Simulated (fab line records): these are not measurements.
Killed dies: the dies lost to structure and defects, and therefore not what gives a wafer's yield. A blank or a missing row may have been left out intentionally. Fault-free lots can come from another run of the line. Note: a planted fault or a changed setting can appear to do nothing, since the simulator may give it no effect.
The tool behind it: which one? -- flow rit_cmos -- Sampling: 14 lots, 42 wafers, 6 of 202 route steps

## WHAT THE GAUGES READ, wafer by wafer
RIT_NSD_OVL_MEAS_06. Usual: NSD_OVL gives -0.5 nm (standard deviation 1.9).
lot,measured,on,NSD_OVL (nm),flag
L646,day 3 05:54,overlay-01,2.0 3.3 0.9,
L647,day 3 07:13,overlay-02,-3.0 -0.4 -1.1,
L648,day 3 13:51,overlay-01,-2.5 -2.8 -1.5,
L650,day 3 23:10,overlay-02,2.9 0.6 1.3,
L652,day 4 11:38,overlay-02,1.7 0.3 1.0,
L653,day 4 17:06,overlay-01,0.2 1.1 0.5,
L654,day 4 23:35,overlay-02,-0.5 -1.0 0.1,
L655,day 5 02:22,overlay-01,-3.2 -3.8 -2.5,
L659,day 5 21:37,overlay-01,-2.7 -2.7 -2.9,
L660,day 6 04:29,overlay-02,3.8 2.4 2.0,
L663,day 6 15:56,overlay-02,-2.0 -0.5 -1.7,
L667,day 7 13:13,overlay-02,- - -,OFF
L668,day 8 04:25,overlay-01,- - -,OFF
L669,day 8 09:28,overlay-01,-4.0 -2.8 -1.8,

RIT_PSD_TW_MEAS_10. Usual: PSD_TW gives 3438 (standard deviation 25).
lot,measured,on,PSD_TW,flag
L646,day 3 07:50,film_metro-04,3457 3489 3477,
L647,day 3 09:10,film_metro-03,3417 3420 3406,
L648,day 3 15:48,film_metro-04,3472 3468 3456,
L650,day 4 01:14,film_metro-01,3432 3437 3430,
L652,day 4 13:41,film_metro-04,3430 3442 3422,
L653,day 4 19:10,film_metro-03,3407 3413 3413,
L654,day 5 01:45,film_metro-03,3414 3401 3428,
L655,day 5 04:33,film_metro-01,3433 3435 3458,
L659,day 5 23:40,film_metro-04,3462 3456 3464,
L660,day 6 06:35,film_metro-01,3417 3427 3434,
L663,day 6 17:52,film_metro-04,3464 3454 3469,
L667,day 7 15:09,film_metro-04,3657 3675 3642 3662 3666 3655,OFF
L668,day 8 06:37,film_metro-01,3635 3622 3621 3630 3620 3635,OFF
L669,day 8 11:25,film_metro-01,3433 3406 3414,

RIT_CONTACT_OVL_MEAS_09. Usual: CONTACT_OVL gives 1.2 nm (standard deviation 1.5).
lot,measured,on,CONTACT_OVL (nm),flag
L646,day 3 10:38,overlay-01,0.3 0.4 1.4,
L647,day 3 11:58,overlay-01,0.4 0.8 -1.2,
L648,day 3 18:35,overlay-02,-0.1 1.6 0.3,
L650,day 4 03:56,overlay-02,5.8 4.6 4.8,
L652,day 4 16:29,overlay-01,0.2 1.2 1.8,
L653,day 4 21:59,overlay-01,-1.4 -1.0 -2.7,
L654,day 5 04:31,overlay-02,2.3 1.1 1.5,
L655,day 5 07:46,overlay-02,2.1 1.0 2.0,
L659,day 6 04:35,overlay-01,0.7 1.2 0.8,
L660,day 6 09:20,overlay-02,-0.4 -0.8 -0.5,
L663,day 6 20:36,overlay-02,1.2 3.3 2.0,
L667,day 7 19:11,overlay-02,1.3 0.3 0.3,
L668,day 8 12:44,overlay-02,3.6 4.2 3.5,
L669,day 8 14:06,overlay-01,1.4 0.6 0.3,

RIT_CONTACT_CD_MEAS_90 targets a cd of 1000 nm. Usual: cd_nm at 1000.5 nm, with a standard deviation of 2.
lot,measured,on,cd_nm (nm),flag
L646,day 3 11:12,cd_sem-01,1001.1 1001.8 999.7,
L647,day 3 12:32,cd_sem-01,1000.1 1001.8 1003.1,
L648,day 3 19:11,cd_sem-01,1005.6 1001.3 1004.0,
L650,day 4 04:30,cd_sem-01,1000.7 997.8 1001.1,
L652,day 4 17:03,cd_sem-01,1002.6 1001.9 1000.8,
L653,day 4 22:32,cd_sem-01,1001.8 1003.0 1003.0,
L654,day 5 05:07,cd_sem-01,996.6 995.6 996.6,
L655,day 5 08:21,cd_sem-01,997.9 999.7 998.2,
L659,day 6 05:14,cd_sem-02,999.1 1004.6 997.9,
L660,day 6 09:55,cd_sem-02,997.5 999.0 995.3,
L663,day 6 21:10,cd_sem-01,1001.4 1000.5 1001.6,
L667,day 7 19:44,cd_sem-02,1001.3 1001.0 1001.6,
L668,day 8 13:33,cd_sem-02,998.3 999.8 998.1,
L669,day 8 14:39,cd_sem-01,1000.0 996.5 999.6,

RIT_M1_CD_MEAS_09 targets a cd of 2600 nm. Usual: cd_nm at 2600.0 nm, with a standard deviation of 2.1.
lot,measured,on,cd_nm (nm),flag
L646,day 3 13:02,cd_sem-01,2601.2 2600.2 2599.7,
L647,day 3 14:21,cd_sem-01,2603.5 2606.1 2604.2,
L648,day 3 21:01,cd_sem-01,2603.3 2601.8 2603.1,
L650,day 4 06:35,cd_sem-02,2601.1 2603.3 2601.8,
L652,day 4 19:00,cd_sem-02,2601.9 2601.3 2601.5,
L653,day 5 00:29,cd_sem-01,2601.5 2598.7 2600.6,
L654,day 5 07:18,cd_sem-01,2601.6 2599.0 2598.4,
L655,day 5 10:23,cd_sem-02,2599.0 2598.3 2598.3,
L659,day 6 07:16,cd_sem-02,2601.6 2603.5 2601.4,
L660,day 6 12:03,cd_sem-01,2599.0 2601.0 2597.5,
L663,day 6 23:05,cd_sem-02,2598.9 2599.5 2599.1,
L667,day 7 21:44,cd_sem-01,2600.6 2601.5 2600.0,
L668,day 8 15:41,cd_sem-02,2600.4 2601.7 2600.6,
L669,day 8 16:36,cd_sem-02,2599.8 2599.6 2601.3,

## EACH LOT AND THE TOOL THAT RAN IT (in order: tool; ch and the chambers of the sampled wafers; start)
lot,RIT_NSD_COAT_01
L646,"litho_track-02 ch 0, day 3 05:05"
L647,"litho_track-02 ch 0, day 3 06:32"
L648,"litho_track-01 ch 0, day 3 13:05"
L650,"litho_track-03 ch 0, day 3 22:20"
L652,"litho_track-02 ch 0, day 4 10:56"
L653,"litho_track-03 ch 0, day 4 16:16"
L654,"litho_track-02 ch 0, day 4 22:56"
L655,"litho_track-03 ch 0, day 5 01:41"
L659,"litho_track-03 ch 0, day 5 20:50"
L660,"litho_track-03 ch 0, day 6 01:56"
L663,"litho_track-03 ch 0, day 6 15:14"
L667,"litho_track-02, day 7 12:31"
L668,"litho_track-01, day 8 03:43"
L669,"litho_track-03 ch 0, day 8 08:46"
- RIT_NSD_COAT_01: resist thk 1000 nm.

## WHAT THE TOOLS THEMSELVES READ (means of the sampled wafers that have a number; where no wafer has one, the mark that the record gives instead)
RIT_NSD_COAT_01. Usual: chill_plate_temp_C 22.98 C, standard deviation 0.12; dispense_pressure_kPa 44.0 kPa, standard deviation 0.61.
lot,tool,chill_plate_temp_C (C),dispense_pressure_kPa (kPa),flag
L646,litho_track-02,22.98,44.3,
L647,litho_track-02,22.81,44.4,
L648,litho_track-01,22.85,44.9,
L650,litho_track-03,22.94,43.4,
L652,litho_track-02,23.07,44.4,
L653,litho_track-03,22.75,43.4,
L654,litho_track-02,22.95,44.4,
L655,litho_track-03,23.20,43.4,
L659,litho_track-03,22.96,43.4,
L660,litho_track-03,23.12,43.4,
L663,litho_track-03,23.11,43.4,
L667,litho_track-02,-,-,OFF
L668,litho_track-01,-,-,OFF
L669,litho_track-03,22.98,43.4,

## THE ANSWER, worked out from the rows above alone
Rule: take the mean of a lot's wafers that have a number; if it is more than 3 standard deviations from the usual mean, the lot is off. Also off: a lot with no number at a reading for which 4 or more lots have one. Where the step has rows for the other lots, those lots are counted as sound. Order of review: gauges by route order, followed by the tools' own readings, for which a lot's mean as printed above is used. The first step at which some lot is off is used, and at that step the reading that is off furthest; a lot without a number counts as furthest.
Off: L667, L668, at RIT_NSD_OVL_MEAS_06 (NSD_OVL). Without a number there: L667, L668.
If a tool, at a process step before that reading, ran all the lots that are off and no sound lot after the first of them, it fits. Not tried: the gauges at RIT_NSD_OVL_MEAS_06; whatever is off there is also off at RIT_PSD_TW_MEAS_10, on other tools, and gauge error can't account for it. Of those tried, none fits.

## WHAT THE SIMULATOR PUT IN
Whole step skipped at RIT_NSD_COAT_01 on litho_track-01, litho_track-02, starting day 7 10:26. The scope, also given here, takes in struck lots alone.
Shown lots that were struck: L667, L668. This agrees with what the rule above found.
